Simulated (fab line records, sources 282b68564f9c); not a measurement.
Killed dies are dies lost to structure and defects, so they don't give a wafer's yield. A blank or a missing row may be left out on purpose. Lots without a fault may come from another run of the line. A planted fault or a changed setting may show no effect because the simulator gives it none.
A struck lot beside a sound one | flow rit_cmos | 27 steps out of a route of 202
Sound: wafers L502.1, L502.2, L502.5. Struck: wafer L504.5. (L504.3, L504.6 of the same lot were not struck and are left out.) The cause comes at the end.
At each step with rows: each side's tool, then ch and its chambers, then its first start. Under that, the readings that differ: sound wafers | struck wafers | difference of the means | sigmas: that difference in standard deviations of wafers without a fault.
alike: readings whose means differ by less than 2 such deviations, and words and numbers that are the same on both sides. not compared: withheld readings, readings that some wafer has no value for, bounds like >300 that may hide the same value, and numbers for which the record gives no deviation and whose values overlap.
The two part at a step that has a row with sigmas, a row that says differs or no value, or rows on one side only. Numbers that don't overlap but have no deviation are shown without sigmas and don't part them. A reading that every wafer of one side lacks parts them only if that side has two wafers or more.

RIT_SDANNEAL_RTA_03: time 5 s.
  sound on rtp_anneal-02 ch 0, day 4 18:57; struck on rtp_anneal-02 ch 0, day 5 07:45
  alike: wafer_temp_C_max
RIT_SDANNEAL_RS_MEAS_04: measures by four-point-probe.
  sound on film_metro-02, day 4 19:01; struck on film_metro-02, day 5 07:50
  alike: PSD_RS
RIT_SDANNEAL_RS_MEAS_05: measures by four-point-probe.
  sound on film_metro-02, day 4 19:08; struck on film_metro-02, day 5 07:57
  alike: NSD_RS
RIT_SDANNEAL_RS_MEAS_06: measures by four-point-probe.
  sound on film_metro-02, day 4 19:15; struck on film_metro-02, day 5 08:04
  alike: PLDD_RS
RIT_SDANNEAL_RS_MEAS_07: measures by four-point-probe.
  sound on film_metro-02, day 4 19:22; struck on film_metro-02, day 5 08:11
  alike: NLDD_RS
then, 1 step without rows for these wafers: RIT_SILICIDE_WET_ETCH_00 (etches SiO2 in BOE, target depth 14 nm, time 15 s).
RIT_SILICIDE_SPUTTER_01: material Ti, target thk 30 nm, time 240 s.
  sound on pvd_sputter-02, day 4 19:30; struck on pvd_sputter-03, day 5 08:17
  alike: throttle_valve_pct
RIT_SILICIDE_RS_MEAS_02: measures by four-point-probe.
  sound on film_metro-04, day 4 19:39; struck on film_metro-04, day 5 08:28
  alike: SILICIDE_TI_RS
RIT_SILICIDE_THK_MEAS_03: measures by xrf.
  sound on film_metro-04, day 4 19:46; struck on film_metro-04, day 5 08:34
  alike: SILICIDE_TI_THK
RIT_SILICIDE_RTA_04: time 10 s, ramp up 5 s, ramp down 5 s.
  sound on rtp_anneal-01 ch 0, day 4 19:50; struck on rtp_anneal-01 ch 0, day 5 08:38
  alike: wafer_temp_C_max
then, 1 step without rows for these wafers: RIT_SILICIDE_WET_ETCH_05 (etches Ti in SPM, time 120 s).
RIT_SILICIDE_RTA_06: time 10 s, ramp up 5 s, ramp down 10 s.
  sound on rtp_anneal-02 ch 0, day 4 19:56; struck on rtp_anneal-02 ch 0, day 5 08:44
  alike: wafer_temp_C_max
RIT_CONTACT_CVD_00: deposits SiO2 from TEOS, target thk 400 nm, time 61 s.
  sound on pecvd-04 ch 0,2, day 4 20:00; struck on pecvd-02 ch 0, day 5 08:47
  reading                                  | sound             | struck | difference | sigmas
  run_length_s (s)                         | 88.8 89.4 89.9    | 119.9  | +30.5      | +58
  model.SiO2_of_CONTACT_CVD_00.thk_nm (nm) | 393.2 391.8 399.8 | 609.1  | +214.2     |
  alike: heater_power_w
RIT_CONTACT_THK_MEAS_01:
  sound on film_metro-03, day 4 20:03; struck on film_metro-02, day 5 09:05
  reading               | sound       | struck | difference | sigmas
  CONTACT_TEOS_THK (nm) | 393 392 400 | 609    | +214       | +44
  not compared: hold
then, 5 steps without rows for these wafers: RIT_CONTACT_COAT_03 (resist thk 982.9 nm); RIT_CONTACT_SOFTBAKE_04 (time 60 s); RIT_CONTACT_EXPOSE_05 (exposes mask M11, target cd 1000 nm); RIT_CONTACT_PEB_06; RIT_CONTACT_DEVELOP_07 (develop time 120 s).
RIT_CONTACT_CD_MEAS_08: target cd 1000 nm.
  sound on cd_sem-01, day 4 21:05; struck on cd_sem-02, day 5 11:08
  reading    | sound                | struck | difference | sigmas
  cd_nm (nm) | 1001.6 1002.9 1001.9 | 995.6  | -6.5       | -3
RIT_CONTACT_OVL_MEAS_09:
  sound on overlay-01, day 4 21:12; struck on overlay-01, day 5 11:13
  alike: CONTACT_OVL
then, 1 step without rows for these wafers: RIT_CONTACT_HARDBAKE_10 (time 60 s).
RIT_CONTACT_ETCH_11: etches SiO2 in CHF3/CF4/Ar, stops on TiSi2, target depth 480 nm, time 320 s.
  sound on rie_diel-01 ch 2,3, day 4 21:23; struck on rie_diel-01 ch 1, day 5 11:32
  reading                             | sound             | struck | difference | sigmas
  oes_product_au (a.u.)               | 0.989 0.973 0.976 | 1.019  | +0.040     | +2
  model.CONTACT.feature_depth_nm (nm) | 393.2 391.8 399.8 | 489.1  | +94.2      |
  model.etch.depth_nm (nm)            | 393.2 391.8 399.8 | 489.1  | +94.2      |
  alike: chamber_pressure_mTorr, drypump_motor_current_A, throttle_valve_pct
  not compared: rf_hours_counter_h
RIT_CONTACT_STRIP_12: strips in O2, time 180 s.
  sound on plasma_asher-01 ch 0,1, day 4 21:35; struck on plasma_asher-03 ch 0, day 5 11:47
  alike: chamber_pressure_mTorr, drypump_motor_current_A
  not compared: rf_hours_counter_h
RIT_CONTACT_CD_MEAS_90: target cd 1000 nm.
  sound on cd_sem-02, day 4 21:46; struck on cd_sem-01, day 5 11:56
  reading    | sound                | struck | difference | sigmas
  cd_nm (nm) | 1001.2 1002.0 1001.6 | 996.1  | -5.5       | -2
RIT_CONTACT_CLEAN_13: cleans in SC1, time 600 s.
  sound on wet_bench-02 ch 2, day 4 21:53; struck on wet_bench-04 ch 0, day 5 12:01
  reading                                  | sound             | struck | difference | sigmas
  model.SiO2_of_CONTACT_CVD_00.thk_nm (nm) | 389.1 387.7 395.7 | 605    | +214       |
  alike: bath_heat_duty_pct
then, 1 step without rows for these wafers: RIT_CONTACT_CLEAN_14 (cleans in SC2, time 600 s).

WHERE THEY PART
First at RIT_CONTACT_CVD_00; last, within this record, at RIT_CONTACT_CD_MEAS_90. Later steps at which nothing parts them and some readings are alike: RIT_CONTACT_CLEAN_13.

WHY: what the simulator had put in
Process parameter drift: pecvd-02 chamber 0, from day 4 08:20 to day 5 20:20, at RIT_CONTACT_CVD_00. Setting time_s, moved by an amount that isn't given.
